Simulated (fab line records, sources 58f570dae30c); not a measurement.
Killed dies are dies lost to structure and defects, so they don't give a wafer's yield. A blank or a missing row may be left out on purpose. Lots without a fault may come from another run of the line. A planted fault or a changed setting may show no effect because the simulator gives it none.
One fault seen from 2 desks | flow berkeley_cmos170 | each desk has only its own numbers; what lay behind them comes last

THE METROLOGY DESK
What the gauges read, lot by lot, whatever tool the lot ran on: means of the sampled wafers that have a number. A lot is out of limits, marked OUT, if its mean lies more than 4 standard deviations from the usual mean; the brackets give that distance.
Columns: A = cd_nm at UCB170_GATE_CD_MEAS_12, usual 350.4 nm; B = cd_nm at UCB170_M2_CD_MEAS_15, usual 699.9 nm; C = cd_nm at UCB170_M2_CD_MEAS_90, usual 699.2 nm; D = M3_OVL at UCB170_M3_OVL_MEAS_16, usual -3 nm
lot  | first seen here | A     | B                | C                | D
L592 | day 6 15:28     | 350.5 | 702.0            | 699.4            | 0
L595 | day 7 05:22     | 350.4 | 700.9            | 699.4            | -5
L594 | day 7 05:41     | 349.8 | 700.1            | 701.6            | -7
L597 | day 7 19:17     | 353.4 | 696.7            | 696.2            | -7
L596 | day 7 19:25     | 349.8 | 699.5            | 700.3            | -1
L598 | day 8 05:14     | 348.3 | 699.3            | 698.8            | -4
L602 | day 8 17:35     | 347.7 | 702.0            | 702.5            | -12
L603 | day 8 17:41     | 349.5 | 699.2            | 697.2            | 4
L600 | day 8 17:48     | 349.8 | 699.6            | 702.9            | 1
L601 | day 8 18:16     | 350.0 | 701.1            | 698.9            | -10
L608 | day 9 23:25     | 351.0 | 687.0 (-9.2) OUT | 687.1 (-5.2) OUT | -4
L611 | day 10 14:08    | 353.2 | 698.8            | 697.9            | -5
L613 | day 10 20:22    | 349.4 | 701.0            | 697.5            | -6
This desk's finding: out of limits on L608; first on L608, day 11 12:56 (cd_nm at UCB170_M2_CD_MEAS_15). In limits: L592, L595, L594, L597, L596, L598, L602, L603, L600, L601, L611, L613.

THE TOOL OWNER'S DESK: krf_scanner-02
The tool's own readings at UCB170_M2_EXPOSE_12 (exposes mask METAL2, target cd 700 nm): means of the sampled wafers that have a number, for each lot that ran on this tool. A lot is out of limits, marked OUT, if its mean lies more than 4 standard deviations from the usual mean; the brackets give that distance.
Columns: A = exposure_dose_mJ_cm2 at UCB170_M2_EXPOSE_12, usual 25.988; B = focus_offset_nm at UCB170_M2_EXPOSE_12, usual -0.1 nm
lot  | first seen here | A                | B
L592 | day 8 08:04     | 25.976           | -0.3
L597 | day 9 09:26     | 25.950           | -0.1
L603 | day 10 05:24    | 26.015           | -0.3
L601 | day 10 05:30    | 25.995           | -0.7
L608 | day 11 12:28    | 25.488 (-21) OUT | -0.3
This desk's finding: out of limits on L608; first on L608, day 11 12:28 (exposure_dose_mJ_cm2 at UCB170_M2_EXPOSE_12). In limits: L592, L597, L603, L601.

PUT TOGETHER
The tool owner's desk could have raised an alarm at day 11 12:28, on L608.
The metrology desk could have raised an alarm at day 11 12:56, on L608.
Of the lots named, all ran UCB170_M2_EXPOSE_12 on krf_scanner-02.

WHAT THE SIMULATOR HAD PUT IN
Process parameter drift: krf_scanner-02, from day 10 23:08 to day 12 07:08, at UCB170_M2_EXPOSE_12. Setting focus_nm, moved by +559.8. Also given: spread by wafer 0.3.
Lots struck among those shown: L608.
Hours from the fault's start to each desk's first reading out of limits: the tool owner's desk, 13; the metrology desk, 14.
